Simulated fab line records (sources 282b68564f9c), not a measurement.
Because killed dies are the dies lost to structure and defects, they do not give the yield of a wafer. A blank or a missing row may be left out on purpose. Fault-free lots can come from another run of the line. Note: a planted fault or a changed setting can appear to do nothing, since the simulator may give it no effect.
A lot that was struck, set against a sound lot -- flow rit-cmos -- 39 out of 202 route steps
Sound: these wafers, L972.2, L972.3, L972.4. Wafers struck: L976.2, L976.5, L976.6. The cause is named last.
At each step with rows: each side's tool, then ch and its chambers, then its first start. Under that, the readings that differ: sound wafers -- struck wafers -- difference of the means -- sigmas: that difference in standard deviations of wafers without a fault.
alike: a reading whose means differ by less than 2 such deviations, as well as words and numbers matching on both sides. not compared: withheld readings; readings where some wafer has no value; bounds like >300 that might hide an equal value; numbers whose values overlap and for which the record gives no deviation.
A row with sigmas, a row that says differs or no value, or rows on one side alone: a step with any of these is where the two part. Numbers that have no deviation but don't overlap get no sigmas and don't part them. Lack of a reading on every wafer of one side parts them only where that side has two or more wafers.

first, 3 steps without rows for these wafers: RIT_GATE_EXPOSE_13 (exposes mask M6, target cd 150 nm); RIT_GATE_PEB_14; RIT_GATE_DEVELOP_15 (develop time 50 s).
RIT_GATE_CD_MEAS_16 targets a cd of 150 nm.
  sound on cd-sem-01, day 4 19:43; struck on cd-sem-01, day 5 16:14
  alike: cd-nm
RIT_GATE_OVL_MEAS_17:
  sound on overlay-01, day 4 19:50; struck on overlay-02, day 5 16:20
  alike: GATE_OVL
then, 1 step without rows for these wafers: RIT_GATE_HARDBAKE_18 (time 60 s).
RIT_GATE_ETCH_19: etches poly-Si in SF6/CHF3/O2, stops on SiO2, time 165 s, target depth 312.5 nm.
  sound on rie-si-02 ch 0,1,2, day 4 20:01; struck on rie-si-02 ch 2,3, day 5 16:31
  alike: chamber-pressure-mTorr, drypump-motor-current-A, oes-product-au, throttle-valve-pct
  not compared: rf-hours-counter-h
RIT_GATE_STRIP_20: strips in O2, time 180 s.
  sound on plasma-asher-04 ch 0,1, day 4 20:07; struck on plasma-asher-03 ch 0,1, day 5 16:38
  alike: chamber-pressure-mTorr, drypump-motor-current-A
  not compared: rf-hours-counter-h
RIT_GATE_CD_MEAS_90 targets a cd of 150 nm.
  sound on cd-sem-02, day 4 20:19; struck on cd-sem-02, day 5 16:49
  alike: cd-nm
then, 3 steps without rows for these wafers: RIT_REOX_CLEAN_00 (cleans in SC1, time 600 s); RIT_REOX_CLEAN_01 (cleans in dHF, time 30 s); RIT_REOX_CLEAN_02 (cleans in SC2, time 600 s).
RIT_REOX_OXIDATION_03: target thk 25.2 nm, ox time 5580 s.
  sound on furnace-02 ch 0, day 4 20:47; struck on furnace-03 ch 0, day 5 22:02
  alike: ox-temp-c-max, spike-tc-centre-C, spike-tc-load-C
RIT_REOX_THK_MEAS_04:
  sound on film-metro-02, day 4 23:20; struck on film-metro-04, day 6 00:35
reading,sound,struck,difference,sigmas
REOX_OXIDE_THK (nm),25.8 25.8 25.4,39.6 40.4 40.3,+14.4,+26
then, 6 steps without rows for these wafers: RIT_NLDD_HMDS_00 (prime time 60 s); RIT_NLDD_COAT_01 (resist thk 1000 nm); RIT_NLDD_SOFTBAKE_02 (time 60 s); RIT_NLDD_EXPOSE_03 (exposes mask M7, target cd 40700 nm); RIT_NLDD_PEB_04; RIT_NLDD_DEVELOP_05 (develop time 50 s).
RIT_NLDD_OVL_MEAS_06:
  sound on overlay-01, day 5 00:14; struck on overlay-02, day 6 01:38
  alike: NLDD_OVL
then, 2 steps without rows for these wafers: RIT_NLDD_HARDBAKE_07 (time 60 s); RIT_NLDD_IMPLANT_08.
RIT_NLDD_STRIP_09: strips in O2, time 180 s.
  sound on plasma-asher-01 ch 0,1, day 5 00:34; struck on plasma-asher-02 ch 0,1, day 6 01:58
reading,sound,struck,difference,sigmas
drypump-motor-current-A (A),5.0 5.0 5.5,6.0 6.0 6.2,+0.9,+2
  alike: chamber-pressure-mTorr
  not compared: rf-hours-counter-h
RIT_NLDD_TW_MEAS_10:
  sound on film-metro-03, day 5 00:46; struck on film-metro-01, day 6 02:09
  alike: NLDD_TW
then, 6 steps without rows for these wafers: RIT_PLDD_HMDS_00 (prime time 60 s); RIT_PLDD_COAT_01 (resist thk 1000 nm); RIT_PLDD_SOFTBAKE_02 (time 60 s); RIT_PLDD_EXPOSE_03 (exposes mask M8, target cd 40900 nm); RIT_PLDD_PEB_04; RIT_PLDD_DEVELOP_05 (develop time 50 s).
RIT_PLDD_OVL_MEAS_06:
  sound on overlay-01, day 5 01:47; struck on overlay-02, day 6 03:28
reading,sound,struck,difference,sigmas
PLDD_OVL (nm),-2.3 -2.4 -3.0,-0.5 0.8 0.1,+2.7,+2
then, 2 steps without rows for these wafers: RIT_PLDD_HARDBAKE_07 (time 60 s); RIT_PLDD_IMPLANT_08.
RIT_PLDD_STRIP_09: strips in O2, time 180 s.
  sound on plasma-asher-03 ch 0,1, day 5 02:07; struck on plasma-asher-02 ch 0,1, day 6 03:48
  alike: chamber-pressure-mTorr, drypump-motor-current-A
  not compared: rf-hours-counter-h
RIT_PLDD_TW_MEAS_10:
  sound on film-metro-01, day 5 02:18; struck on film-metro-03, day 6 03:59
reading,sound,struck,difference,sigmas
PLDD_TW,2310 2314 2314,2352 2369 2345,+43,+3
RIT_SPACER_CLEAN_00: cleans in SC1, time 600 s.
  sound on wet-bench-02 ch 0, day 5 02:21; struck on wet-bench-01 ch 0, day 6 04:02
reading,sound,struck,difference,sigmas
model.SiO2_of_REOX_OXIDATION_03.thk-nm (nm),23.79 23.84 23.44,36.57 37.32 37.2,+13.34,
then, 1 step without rows for these wafers: RIT_SPACER_CLEAN_01 (cleans in dHF, time 30 s).
RIT_M1_PROBE_99:
  sound on prober-01, day 5 17:50; struck on prober-01, day 6 23:49
  alike: killed-at-contacts, killed-at-front-end, killed-dies, killed-open, killed-short

== WHERE THEY PART ==
At RIT_REOX_THK_MEAS_04 first; at RIT_PLDD_TW_MEAS_10 last (within this record only). Later steps at which nothing parts them and some readings are alike: RIT_M1_PROBE_99.

WHY: what had been put in by the simulator
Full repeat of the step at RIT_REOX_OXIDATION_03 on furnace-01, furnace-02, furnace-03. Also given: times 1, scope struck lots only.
